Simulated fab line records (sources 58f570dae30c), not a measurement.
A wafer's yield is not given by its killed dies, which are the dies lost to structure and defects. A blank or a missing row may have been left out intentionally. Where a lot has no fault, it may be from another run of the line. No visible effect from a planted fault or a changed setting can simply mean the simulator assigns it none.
One fault seen from 2 desks | flow berkeley_cmos170 | each desk has only its own numbers; what lay behind them comes last

THE METROLOGY DESK
What the gauges read for every lot (on any tool): the sampled wafers with a number, averaged. Marked OUT: a lot whose mean sits more than 4 standard deviations from the usual mean, which makes it out of limits; the brackets give that distance.
Columns: A = cd_nm at UCB170_ACTIVE_CD_MEAS_13, usual 1200.2 nm; B = ACTIVE_OVL at UCB170_ACTIVE_OVL_MEAS_14, usual 1 nm; C = cd_nm at UCB170_ACTIVE_CD_MEAS_90, usual 1200.1 nm; D = PFIELD_OVL at UCB170_PFIELD_OVL_MEAS_06, usual 3 nm
lot  | first seen here | A      | B  | C      | D
L110 | day 5 15:34     | 1200.0 | 10 | 1200.2 | 3
L108 | day 5 16:05     | 1201.9 | 4  | 1201.7 | 1
L115 | day 6 09:25     | 1197.7 | 5  | 1198.1 | -
L117 | day 7 07:07     | 1198.6 | -2 | 1198.7 | -
L116 | day 7 07:25     | 1201.3 | 0  | 1201.1 | -
L122 | day 8 09:26     | 1198.4 | -3 | 1198.0 | -4
L125 | day 8 09:46     | 1198.3 | -2 | 1198.1 | 7
This desk's verdict: no lot among the 7 shows anything out of limits.

THE TOOL OWNER'S DESK: litho_track-01
The tool's own readings at UCB170_PFIELD_DEVELOP_05 (develop time 45.61 s): means of the sampled wafers that have a number, for each lot that ran on this tool. Marked OUT: a lot whose mean sits more than 4 standard deviations from the usual mean, which makes it out of limits; the brackets give that distance.
Columns: A = chill_plate_temp_C at UCB170_PFIELD_DEVELOP_05, usual 23.00 C
lot  | first seen here | A
L110 | day 5 18:00     | 22.95
This desk's finding: nothing out of limits on the one lot.

ALL TOGETHER
From the metrology desk's view, nothing was out of limits.
The tool owner's desk saw nothing out of limits.

WHAT THE SIMULATOR HAD PUT IN
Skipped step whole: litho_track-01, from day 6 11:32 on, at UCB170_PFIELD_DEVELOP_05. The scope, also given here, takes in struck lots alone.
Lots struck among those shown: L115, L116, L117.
